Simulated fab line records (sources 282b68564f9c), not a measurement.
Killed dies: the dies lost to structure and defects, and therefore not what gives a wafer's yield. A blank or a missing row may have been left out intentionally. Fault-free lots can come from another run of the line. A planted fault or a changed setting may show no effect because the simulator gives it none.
Which tool was responsible? + flow ritCmos + at 1 step of a route of 202, 7 lots with 21 wafers sampled

## WHAT THE GAUGES READ, wafer by wafer
RIT_ACTIVE_BOW_MEAS_00.
| lot  | measured    | on           | INCOMING_BOW (um) |
|------|-------------|--------------|-------------------|
| L463 | day 2 16:01 | filmMetro-01 | -4 3 -3           |
| L465 | day 3 02:02 | filmMetro-03 | 6 5 0             |
| L468 | day 3 17:01 | filmMetro-03 | -4 -3 9           |
| L470 | day 4 03:01 | filmMetro-01 | -6 1 10           |
| L472 | day 4 13:00 | filmMetro-03 | -6 2 4            |
| L475 | day 5 04:00 | filmMetro-01 | 1 -8 1            |
| L479 | day 6 00:04 | filmMetro-01 | -1 0 4            |

## WHAT TOOL EACH LOT RAN ON (gives the tool, then ch and the chambers of the sampled wafers, and finally the start)
There is no process step in the record ahead of these readings.

## THE ANSWER, worked out from the rows above alone
Rule: the usual values come from the lots themselves. Put in order of their means at a reading, lots are off if they are a third of the lots or fewer, leave a main group of 4 or more, and stand apart from it by a gap of 3 or more times the standard deviation of the main group's means; of several such gaps the widest counts. The tables above print the reading to a certain number of digits; a main group whose means all agree to those digits is not used. A lot without any number at a reading at which 4 lots or more have one is off too. Any other lot the step has rows for is counted as sound.
None of the lots is off at any reading shown; this tells nothing.

## WHAT THE SIMULATOR PUT IN
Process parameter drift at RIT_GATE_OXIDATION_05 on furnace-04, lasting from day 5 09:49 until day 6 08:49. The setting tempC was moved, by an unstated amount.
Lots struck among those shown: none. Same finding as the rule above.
